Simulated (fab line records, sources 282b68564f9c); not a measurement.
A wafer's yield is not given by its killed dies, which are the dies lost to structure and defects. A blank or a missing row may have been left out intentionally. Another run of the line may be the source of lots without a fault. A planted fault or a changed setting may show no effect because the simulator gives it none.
A struck lot beside a sound one -- flow rit_cmos -- 19 steps out of a route of 202
Sound: these wafers, L857.1, L857.2, L857.4. Struck: wafers L865.3, L865.5. (L865.6 of the same lot was not struck and is left out.) The cause comes at the end.
Order at every step that has rows: each side's tool, ch and its chambers, its first start. Under that, the readings that differ: sound wafers -- struck wafers -- difference of the means -- sigmas: that difference in standard deviations of wafers without a fault.
alike: same words and numbers on both sides, and readings whose means sit less than 2 such deviations apart. not compared: any withheld reading, any reading some wafer has no value for, any bound like >300 that may hide the same value, and any number with overlapping values for which the record gives no deviation.
A row with sigmas, a row that says differs or no value, or rows on one side alone: a step with any of these is where the two part. Numbers that don't overlap but have no deviation are shown without sigmas and don't part them. A reading missing from all wafers of one side parts the sides only when that side holds two or more wafers.

RIT_M1_SPUTTER_00: material Al, target thk 400 nm, time 500 s.
  sound on pvd_sputter-02, day 3 17:17; struck on pvd_sputter-02, day 5 07:53
  alike: throttle_valve_pct
RIT_M1_RS_MEAS_01: measurement is done with a four-point probe.
  sound on film_metro-01, day 3 17:34; struck on film_metro-02, day 5 08:13
reading,sound,struck,difference,sigmas
M1_AL_RS (ohm/sq),0.0745 0.0740 0.0734,0.0723 0.0724,-0.0016,-2
RIT_M1_THK_MEAS_02: measures by xrf.
  sound on film_metro-01, day 3 17:41; struck on film_metro-02, day 5 08:19
reading,sound,struck,difference,sigmas
M1_AL_THK (nm),398 398 400,407 406,+8,+2
then, 6 steps without rows for these wafers: RIT_M1_HMDS_03 (prime time 60 s); RIT_M1_COAT_04 (resist thk 1300 nm); RIT_M1_SOFTBAKE_05 (time 60 s); RIT_M1_EXPOSE_06 (exposes mask M12, target cd 2600 nm); RIT_M1_PEB_07; RIT_M1_DEVELOP_08 (develop time 68 s).
RIT_M1_CD_MEAS_09: the cd target is 2600 nm.
  sound on cd_sem-01, day 3 18:50; struck on cd_sem-02, day 5 09:16
  alike: cd_nm
RIT_M1_OVL_MEAS_10:
  sound on overlay-02, day 3 18:58; struck on overlay-01, day 5 09:22
  alike: M1_OVL
then, 1 step without rows for these wafers: RIT_M1_HARDBAKE_11 (time 120 s).
RIT_M1_METAL_ETCH_12: etches Al in Cl2/BCl3, stops on SiO2, time 165 s, target depth 600 nm.
  sound on rie_metal-02 ch 0,1, day 3 19:16; struck on rie_metal-04 ch 0, day 5 09:41
reading,sound,struck,difference,sigmas
drypump_motor_current_A (A),5.9 5.9 5.9,6.8 6.8,+0.9,+2
  alike: oes_product_au, throttle_valve_pct
  not compared: rf_hours_counter_h
then, 1 step without rows for these wafers: RIT_M1_STRIP_13 (strips in nmp, time 600 s).
RIT_M1_STRIP_14: strips in O2, time 180 s.
  sound on plasma_asher-03 ch 0,1, day 3 19:36; struck on plasma_asher-04 ch 0,1, day 5 10:02
  alike: drypump_motor_current_A
  not compared: rf_hours_counter_h
RIT_M1_CD_MEAS_90: the cd target is 2600 nm.
  sound on cd_sem-02, day 3 19:46; struck on cd_sem-01, day 5 10:11
  alike: cd_nm
then, 1 step without rows for these wafers: RIT_M1_ANNEAL_15 (time 1800 s).
RIT_M1_BOW_MEAS_16:
  sound on film_metro-01, day 3 21:23; struck on film_metro-04, day 5 11:49
  alike: M1_BOW
RIT_M1_PROBE_99:
  sound on prober-01, day 3 21:31; struck on prober-02, day 5 11:59
reading,sound,struck,difference,sigmas
killed_at_M0_to_M3,0 0 0,9 2,+6,+39
model.etest.contact_to_gate.bv_left_v (V),90.83 90.88 91.35,99.62 94.27,+5.92,
model.etest.contact_to_gate.bv_right_v (V),93.77 88.72 91.01,97.87 97.44,+6.49,
  alike: defect_limited_yield, killed_at_contacts, killed_at_front_end, killed_dies, killed_open, killed_short, sort_bin_3_pad_short, sort_bin_5_function, sort_bin_6_memory, sort_n_pass, sort_yield_pct

## WHERE THEY PART
First at RIT_M1_RS_MEAS_01; last, within this record, at RIT_M1_PROBE_99.

WHY: what the simulator had put in
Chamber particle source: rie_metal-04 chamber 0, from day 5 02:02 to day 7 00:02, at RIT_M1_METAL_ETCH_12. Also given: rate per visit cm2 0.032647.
